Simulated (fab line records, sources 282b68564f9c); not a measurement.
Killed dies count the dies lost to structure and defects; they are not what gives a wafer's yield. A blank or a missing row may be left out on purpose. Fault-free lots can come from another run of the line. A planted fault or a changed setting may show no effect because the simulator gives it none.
Split-lot trial    flow rit-cmos    5 lots, 23 wafers read, on a route of 202 steps

== THE SPLIT ITSELF ==
At RIT_PRETRO_COAT_01 (resist thk 1300 nm), the setting spin-rpm was moved away from the recipe's 2000 rpm on 9 of the 23 wafers read, by -7.1% to -2.5%. All remaining wafers had this setting at the recipe value.

== FROM THE SPLIT TO THE READING: what the file shows between them, 3 steps ==
- RIT_PRETRO_SOFTBAKE_02: time 60 s
- RIT_PRETRO_EXPOSE_03: exposes mask M5, target cd 43700 nm
- RIT_PRETRO_DEVELOP_05: develop time 68 s

== THE READING ==
NOVOLAK_of_PRETRO_COAT_01.thk-nm (the simulator's own value, which no gauge read), in nm, at RIT_PRETRO_HARDBAKE_07 (time 120 s). No usual value for it is given in the file. The 14 wafers here that ran the recipe average 1135 nm, standard deviation 4.7 nm.

wafer   tool, chamber at the split  spin-rpm as run, rpm  against the recipe  NOVOLAK_of_PRETRO_COAT_01.thk-nm, nm  against lot-mates on the recipe
L075.1  litho-track-03, 0           1910                  -4.5%               1162                                  +26
L075.3  litho-track-03, 0           2000                  recipe              1136                                  -
L075.4  litho-track-03, 0           2000                  recipe              1135                                  -
L075.5  litho-track-03, 0           1910                  -4.5%               1163                                  +28
L075.6  litho-track-03, 0           1910                  -4.5%               1164                                  +28
L076.1  litho-track-03, 0           1859                  -7.1%               1186                                  +42
L076.2  litho-track-03, 0           1859                  -7.1%               1188                                  +44
L076.3  litho-track-03, 0           1859                  -7.1%               1184                                  +40
L076.4  litho-track-03, 0           2000                  recipe              1146                                  -
L076.5  litho-track-03, 0           2000                  recipe              1141                                  -
L077.1  litho-track-01, 0           2000                  recipe              1134                                  -
L077.2  litho-track-01, 0           2000                  recipe              1131                                  -
L077.3  litho-track-01, 0           2000                  recipe              1135                                  -
L077.5  litho-track-01, 0           2000                  recipe              1130                                  -
L077.6  litho-track-01, 0           2000                  recipe              1133                                  -
L082.2  litho-track-01, 0           2000                  recipe              1130                                  -
L082.5  litho-track-01, 0           2000                  recipe              1132                                  -
L082.6  litho-track-01, 0           2000                  recipe              1132                                  -
L085.1  litho-track-02, 0           1949                  -2.5%               1156                                  +16
L085.2  litho-track-02, 0           1949                  -2.5%               1156                                  +16
L085.4  litho-track-02, 0           2000                  recipe              1141                                  -
L085.5  litho-track-02, 0           2000                  recipe              1140                                  -
L085.6  litho-track-02, 0           1949                  -2.5%               1153                                  +12

THE FIT
A straight line over all 23 wafers: NOVOLAK_of_PRETRO_COAT_01.thk-nm changes by -6.94 nm for each +1% of spin-rpm; r = -0.97; the points scatter about the line by 4.3 nm.
The same after taking each lot's own level away (the mean of its wafers on the recipe; 23 wafers): -6.04 nm for each +1%; r = -1.00; scatter 1.6 nm.
On that fit, the largest move of spin-rpm shifts the reading by 43 nm.
The span of the lots' own levels, 1131.3 to 1143.5 nm, comes to 2.6 times the standard deviation stated above.
In other words, the slope is changed by the lot-to-lot level; the two fits disagree.
Check: with one of the wafers moved furthest among these (-7.1%) left out of the fit, the line predicts +42.5 nm for it against its lot-mates. It came out at +42.5 nm against them.

== ADDITIONAL SPLITS CARRIED BY THESE WAFERS ==
These wafers also went through other splits before the reading. Each is held against what the fit with the lots' levels taken away leaves over:
other split on the same wafers    wafers away from the commonest value  r with NOVOLAK_of_PRETRO_COAT_01.thk-nm (lot level and that fit taken away)
RIT_ACTIVE_COAT_06 resist-thk-nm  8                                     +0.20
RIT_FOX1_OXIDATION_00 temp-c      15                                    -0.06
RIT_NWELL_COAT_01 spin-rpm        10                                    +0.03
RIT_NWELL_HARDBAKE_07 temp-c      12                                    +0.11
RIT_NWELL_IMPLANT_08 energy-kev   6                                     +0.17
RIT_NRETRO_IMPLANT_08 energy-kev  8                                     -0.19

== THE WHOLE CHAIN: every reading that the file lists as answering this split, in the file's order ==
step                    what it does        reading                                                                            change (the file's fit)               r (the file's)
RIT_PRETRO_COAT_01      resist thk 1300 nm  NOVOLAK_of_PRETRO_COAT_01.thk-nm (the simulator's own value, which no gauge read)  -7.02 nm for each +1% of the setting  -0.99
RIT_PRETRO_HARDBAKE_07  time 120 s          NOVOLAK_of_PRETRO_COAT_01.thk-nm (the simulator's own value, which no gauge read)  -6.04 nm for each +1% of the setting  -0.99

== THE FILE'S OWN FIT ==
NOVOLAK_of_PRETRO_COAT_01.thk-nm changes by -6.04 nm for each +1% of spin-rpm, r = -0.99.
